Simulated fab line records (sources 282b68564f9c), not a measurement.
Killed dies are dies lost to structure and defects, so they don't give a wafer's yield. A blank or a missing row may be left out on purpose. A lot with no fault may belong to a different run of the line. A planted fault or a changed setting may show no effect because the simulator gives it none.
The same fault as seen by 2 desks ; flow rit_cmos ; each desk holds nothing but its own numbers, with what lay behind them at the end

== AT THE METROLOGY DESK ==
What the gauges read, lot by lot, whatever tool the lot ran on: means of the sampled wafers that have a number. Any lot whose mean is over 4 standard deviations away from the usual mean is out of limits and marked OUT; that distance is given in the brackets.
Columns: A = FIELD_OXIDE_LEFT_1_THK at RIT_FOX2_THK_MEAS_90, usual 325 nm; B = cd_nm at RIT_GATE_CD_MEAS_16, usual 149.5 nm; C = NSD_TW at RIT_NSD_TW_MEAS_10, usual 3100; D = NSD_RS at RIT_SDANNEAL_RS_MEAS_05, usual 84.46 ohm/sq; E = cd_nm at RIT_CONTACT_CD_MEAS_90, usual 1000.5 nm
lot;first seen here;A;B;C;D;E
L760;day 1 22:01;314;148.9;3068;84.09;1001.7
L761;day 2 03:17;334;146.9;3069;84.45;999.5
L762;day 2 08:16;333;151.5;3097;84.28;1001.3
L763;day 2 12:52;319;151.1;3117;84.68;1004.4
L766;day 3 08:33;320;149.6;3119;84.59;998.3
L769;day 3 23:46;332;146.7;1645 (-77) OUT;486.08 (+99 or more) OUT;996.6
L771;day 4 08:48;315;147.0;1648 (-76) OUT;486.72 (+99 or more) OUT;996.3
L772;day 4 13:22;331;149.8;3104;84.15;1000.0
L776;day 5 08:37;336;153.0;3063;85.11;1004.3
L778;day 5 15:32;321;149.0;3065;84.75;998.5
L779;day 5 20:06;326;145.6;3117;84.52;1002.2
L780;day 6 02:56;339;151.0;3115;83.92;999.3
L782;day 6 12:16;329;151.9;3140;84.11;1001.1
L783;day 6 16:56;340;152.3;3110;84.26;1001.2
Per this desk, out of limits: L769, L771; the first was L769, day 5 09:25 (NSD_TW at RIT_NSD_TW_MEAS_10). Within limits: L760, L761, L762, L763, L766, L772, L776, L778, L779, L780, L782, L783.

== AT THE TOOL OWNER'S DESK: implanter-02 ==
The tool's own readings at RIT_NSD_IMPLANT_08: means of the sampled wafers that have a number, for each lot that ran on this tool. Any lot whose mean is over 4 standard deviations away from the usual mean is out of limits and marked OUT; that distance is given in the brackets.
Columns: A = dose_ions_cm2 at RIT_NSD_IMPLANT_08, usual 9.999e+14; B = end_station_pressure_torr at RIT_NSD_IMPLANT_08, usual 7.5e-06 Torr; C = faraday_current_uA at RIT_NSD_IMPLANT_08, usual 3132
lot;first seen here;A;B;C
L760;day 3 06:35;9.991e+14;7.4e-06;3186
L766;day 4 19:10;1.000e+15;7.6e-06;3162
L769;day 5 09:07;9.837e+13 (-99 or more) OUT;5.3e-06 (-5.9) OUT;318 (-41) OUT
L771;day 5 16:35;1.005e+14 (-99 or more) OUT;5.1e-06 (-6.6) OUT;310 (-41) OUT
Finding of this desk: L769, L771 out of limits; the first was L769 at day 5 09:07, on dose_ions_cm2 at RIT_NSD_IMPLANT_08. Within limits: L760, L766.

== TAKEN TOGETHER ==
At day 5 09:07, on L769, L771, the tool owner's desk was in a position to raise an alarm.
At day 5 09:25 the metrology desk could have sounded an alarm, on L769, L771.
All the named lots went through RIT_NSD_IMPLANT_08 on implanter-02.

== WHAT HAD BEEN PUT IN BY THE SIMULATOR ==
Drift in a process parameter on implanter-02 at RIT_NSD_IMPLANT_08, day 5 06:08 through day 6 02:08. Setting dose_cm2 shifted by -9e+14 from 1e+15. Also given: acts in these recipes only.
Lots struck among those shown: L769, L771.
Hours from the fault's start to each desk's first reading out of limits: the tool owner's desk, 3; the metrology desk, 3.
